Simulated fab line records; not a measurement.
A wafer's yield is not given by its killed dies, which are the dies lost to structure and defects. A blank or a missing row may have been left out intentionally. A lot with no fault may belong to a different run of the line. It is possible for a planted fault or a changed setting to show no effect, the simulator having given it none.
Which tool did it? | flow berkeley cmos170 | 42 wafers from 14 lots sampled at 6 of the route's 331 steps

== WHAT THE GAUGES READ, wafer by wafer ==
UCB170_GATE_THK_MEAS_02. Usual: for GATE_OXIDE_THK the level is 6.64 nm and the standard deviation is 0.14.
lot  | measured     | on            | GATE_OXIDE_THK (nm) | flag
L122 | day 6 08:44  | film metro-03 | 6.63 6.67 6.58      |
L123 | day 6 13:09  | film metro-04 | 6.64 6.75 6.68      |
L124 | day 6 13:10  | film metro-01 | 6.66 6.76 6.72      |
L125 | day 7 01:11  | film metro-03 | 6.81 6.74 6.73      |
L128 | day 7 11:36  | film metro-04 | 6.70 6.68 6.64      |
L127 | day 7 11:38  | film metro-01 | 6.55 6.36 6.56      |
L129 | day 7 20:45  | film metro-01 | 6.59 6.69 6.54      |
L130 | day 8 05:19  | film metro-01 | 6.70 6.49 6.69      |
L137 | day 9 10:26  | film metro-04 | 6.79 6.75 6.58      |
L138 | day 10 00:16 | film metro-04 | 6.58 6.73 6.63      |
L140 | day 10 00:16 | film metro-03 | 6.35 6.48 6.47      |
L141 | day 10 13:30 | film metro-03 | 6.77 6.70 6.78      |
L143 | day 10 13:30 | film metro-04 | 6.54 6.57 6.67      |
L144 | day 10 19:31 | film metro-03 | 6.33 6.49 6.47      |

UCB170_NSD_TW_MEAS_10. Usual: for NSD_TW the level is 4179 and the standard deviation is 29.
lot  | measured     | on            | NSD_TW         | flag
L122 | day 7 03:14  | film metro-03 | 4180 4189 4169 |
L123 | day 7 10:55  | film metro-03 | 4161 4196 4191 |
L124 | day 7 10:24  | film metro-01 | 4193 4197 4206 |
L125 | day 8 00:17  | film metro-01 | 4192 4192 4212 |
L128 | day 8 11:19  | film metro-03 | 4172 4179 4174 |
L127 | day 8 11:45  | film metro-03 | 4176 4181 4152 |
L129 | day 8 16:11  | film metro-02 | 4258 4261 4270 |
L130 | day 9 02:53  | film metro-02 | 4260 4239 4264 |
L137 | day 10 09:31 | film metro-01 | 4231 4190 4235 |
L138 | day 10 22:55 | film metro-03 | 4145 4167 4129 |
L140 | day 10 23:12 | film metro-01 | 4213 4190 4198 |
L141 | day 11 09:11 | film metro-01 | 4227 4199 4219 |
L143 | day 11 08:29 | film metro-01 | 4225 4217 4229 |
L144 | day 11 14:59 | film metro-03 | 4193 4188 4161 |

UCB170_SDANNEAL_RS_MEAS_03: the measuring method here is four-point-probe. Usual: for NSD_RS the level is 37.27 ohm/sq and the standard deviation is 0.085.
lot  | measured     | on            | NSD_RS (ohm/sq)                     | flag
L122 | day 7 04:28  | film metro-02 | 37.20 37.26 37.16                   |
L123 | day 7 12:20  | film metro-01 | 37.29 37.22 37.22                   |
L124 | day 7 11:38  | film metro-03 | 37.34 37.31 37.32                   |
L125 | day 8 01:37  | film metro-03 | 37.40 37.39 37.31                   |
L128 | day 8 12:34  | film metro-03 | 37.16 37.19 37.23                   |
L127 | day 8 12:59  | film metro-01 | 37.25 37.27 37.26                   |
L129 | day 8 17:31  | film metro-02 | 33.10 33.03 33.01 33.06 33.01 33.02 | OFF
L130 | day 9 04:48  | film metro-02 | 33.02 33.03 33.02 32.97 33.05 33.00 | OFF
L137 | day 10 11:14 | film metro-01 | 37.43 37.41 37.42                   |
L138 | day 11 00:26 | film metro-02 | 37.22 37.14 37.18                   |
L140 | day 11 00:33 | film metro-03 | 37.41 37.48 37.38                   |
L141 | day 11 10:39 | film metro-02 | 37.26 37.23 37.15                   |
L143 | day 11 10:04 | film metro-03 | 37.35 37.12 37.33                   |
L144 | day 11 16:14 | film metro-03 | 37.17 37.21 37.23                   |

UCB170_M2_OVL_MEAS_16. Usual: for M2_OVL the level is 1 nm and the standard deviation is 6.
lot  | measured     | on         | M2_OVL (nm) | flag
L122 | day 8 00:19  | overlay-02 | -9 5 -3     |
L123 | day 8 05:52  | overlay-02 | -2 0 7      |
L124 | day 8 05:48  | overlay-01 | 5 -8 3      |
L125 | day 8 23:02  | overlay-01 | 10 0 6      |
L128 | day 9 06:23  | overlay-02 | 1 -1 3      |
L127 | day 9 06:43  | overlay-01 | 7 1 4       |
L137 | day 11 05:37 | overlay-01 | -11 -9 -8   |
L138 | day 11 19:08 | overlay-02 | 1 1 8       |
L140 | day 11 19:58 | overlay-01 | -8 5 2      |
L141 | day 12 08:35 | overlay-01 | 4 3 -4      |
L143 | day 12 05:08 | overlay-01 | 8 13 8      |
L144 | day 12 09:33 | overlay-01 | -7 -2 -9    |

== WHAT TOOL EACH LOT RAN ON (gives the tool, then ch and the chambers of the sampled wafers, and finally the start) ==
lot  | UCB170_NSD_IMPLANT_08           | UCB170_NSD_STRIP_09
L122 | implanter-01 ch 0, day 7 02:59  | plasma asher-02 ch 0,1, day 7 03:08
L123 | implanter-01 ch 0, day 7 10:41  | plasma asher-02 ch 0,1, day 7 10:48
L124 | implanter-04 ch 0, day 7 10:09  | plasma asher-03 ch 0,1, day 7 10:18
L125 | implanter-03 ch 0, day 8 00:04  | plasma asher-01 ch 0,1, day 8 00:12
L128 | implanter-04 ch 0, day 8 11:06  | plasma asher-01 ch 0,1, day 8 11:14
L127 | implanter-03 ch 0, day 8 11:30  | plasma asher-01 ch 1, day 8 11:39
L129 | implanter-03 ch 0, day 8 15:56  | plasma asher-03 ch 0,1, day 8 16:05
L130 | implanter-03 ch 0, day 9 02:40  | plasma asher-02 ch 0,1, day 9 02:48
L137 | implanter-01 ch 0, day 10 09:16 | plasma asher-01 ch 0,1, day 10 09:25
L138 | implanter-01 ch 0, day 10 22:40 | plasma asher-03 ch 1, day 10 22:49
L140 | implanter-04 ch 0, day 10 22:57 | plasma asher-03 ch 0,1, day 10 23:06
L141 | implanter-04 ch 0, day 11 08:57 | plasma asher-01 ch 0, day 11 09:04
L143 | implanter-04 ch 0, day 11 08:15 | plasma asher-03 ch 0,1, day 11 08:23
L144 | implanter-01 ch 0, day 11 14:45 | plasma asher-02 ch 0,1, day 11 14:52
- UCB170_NSD_IMPLANT_08
- UCB170_NSD_STRIP_09: strips in O2.

== WHAT THE TOOLS THEMSELVES READ (means of the sampled wafers that have a number; where no wafer has one, the mark that the record gives instead) ==
UCB170_NSD_IMPLANT_08. Usual: beam on s 9.99 s, standard deviation 0.2; end station pressure torr 1.26e-05 Torr, standard deviation 5.9e-07; faraday current uA 9266, standard deviation 190.
lot  | tool         | beam on s (s) | end station pressure torr (Torr) | faraday current uA | flag
L122 | implanter-01 | 10.21         | 1.30e-05                         | 9071               |
L123 | implanter-01 | 9.96          | 1.29e-05                         | 9287               |
L124 | implanter-04 | 10.05         | 1.26e-05                         | 9189               |
L125 | implanter-03 | 9.85          | 1.29e-05                         | 9387               |
L128 | implanter-04 | 10.14         | 1.24e-05                         | 9150               |
L127 | implanter-03 | 10.20         | 1.26e-05                         | 9085               |
L129 | implanter-03 | 13.24         | 9.80e-05                         | 7268               | OFF
L130 | implanter-03 | 13.50         | 9.83e-05                         | 7145               | OFF
L137 | implanter-01 | 10.03         | 1.29e-05                         | 9219               |
L138 | implanter-01 | 9.91          | 1.23e-05                         | 9313               |
L140 | implanter-04 | 9.78          | 1.25e-05                         | 9458               |
L141 | implanter-04 | 9.99          | 1.19e-05                         | 9261               |
L143 | implanter-04 | 9.90          | 1.29e-05                         | 9362               |
L144 | implanter-01 | 10.03         | 1.26e-05                         | 9197               |

UCB170_NSD_STRIP_09. Usual: drypump motor current A 5.8 A, standard deviation 0.34; oes product au 0.534 a.u., standard deviation 0.0042; strip time to endpoint s 35.80 s, standard deviation 0.087.
lot  | tool            | drypump motor current A (A) | oes product au (a.u.) | strip time to endpoint s (s) | flag
L122 | plasma asher-02 | 5.8                         | 0.531                 | 35.78                        |
L123 | plasma asher-02 | 5.8                         | 0.537                 | 35.79                        |
L124 | plasma asher-03 | 5.9                         | 0.534                 | 35.69                        |
L125 | plasma asher-01 | 5.5                         | 0.538                 | 35.91                        |
L128 | plasma asher-01 | 5.5                         | 0.532                 | 35.89                        |
L127 | plasma asher-01 | 6.2                         | 0.535                 | 35.84                        |
L129 | plasma asher-03 | 5.8                         | 0.507                 | 38.85                        | OFF
L130 | plasma asher-02 | 5.8                         | 0.511                 | 38.78                        | OFF
L137 | plasma asher-01 | 5.9                         | 0.535                 | 35.62                        |
L138 | plasma asher-03 | 6.0                         | 0.531                 | 35.88                        |
L140 | plasma asher-03 | 5.9                         | 0.535                 | 35.71                        |
L141 | plasma asher-01 | 5.1                         | 0.536                 | 35.85                        |
L143 | plasma asher-03 | 5.8                         | 0.532                 | 35.76                        |
L144 | plasma asher-02 | 5.8                         | 0.530                 | 35.78                        |

== THE ANSWER, worked out from the rows above alone ==
Rule: take the mean of a lot's wafers that have a number; if it is more than 3 standard deviations from the usual mean, the lot is off. A lot without any number at a reading at which 4 lots or more have one is off too. Where the step has rows for the other lots, those lots are counted as sound. First the gauges in route order, then the tools' own readings, where a lot's mean is used as printed above. At the first step where some lot is off, the reading lying furthest off is the one used; lots without a number count as furthest.
Off: L129, L130, at UCB170_SDANNEAL_RS_MEAS_03 (NSD_RS).
If a tool, at a process step before that reading, ran all the lots that are off and no sound lot after the first of them, it fits. Not tried: the gauges at UCB170_SDANNEAL_RS_MEAS_03; whatever is off there is also off at UCB170_NSD_IMPLANT_08, on other tools, and gauge error can't account for it. One candidate fits, namely implanter-03 at UCB170_NSD_IMPLANT_08. Its last sound lot is L127 (day 8 11:30), its first lot that is off L129 (day 8 15:56): a fault that began between those two fits.
The tool's own readings at UCB170_NSD_IMPLANT_08 bear it out: on the lots that are off they differ by more than 5 times the standard deviation of the sound lots' means. beam on s reads 13.37 s there against 10.00 s on the sound lots; end station pressure torr reads 9.82e-05 Torr there against 1.26e-05 Torr on the sound lots; faraday current uA reads 7206 there against 9248 on the sound lots.

== WHAT THE SIMULATOR HAD INSERTED ==
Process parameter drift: implanter-03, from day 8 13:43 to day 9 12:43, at UCB170_NSD_IMPLANT_08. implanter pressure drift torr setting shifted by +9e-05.
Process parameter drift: implanter-03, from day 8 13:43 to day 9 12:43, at UCB170_NSD_IMPLANT_08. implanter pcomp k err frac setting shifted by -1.
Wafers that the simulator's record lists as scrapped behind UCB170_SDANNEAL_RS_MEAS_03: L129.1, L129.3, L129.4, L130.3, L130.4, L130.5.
Lots struck among those shown: L129, L130. The same result came from the rule above.
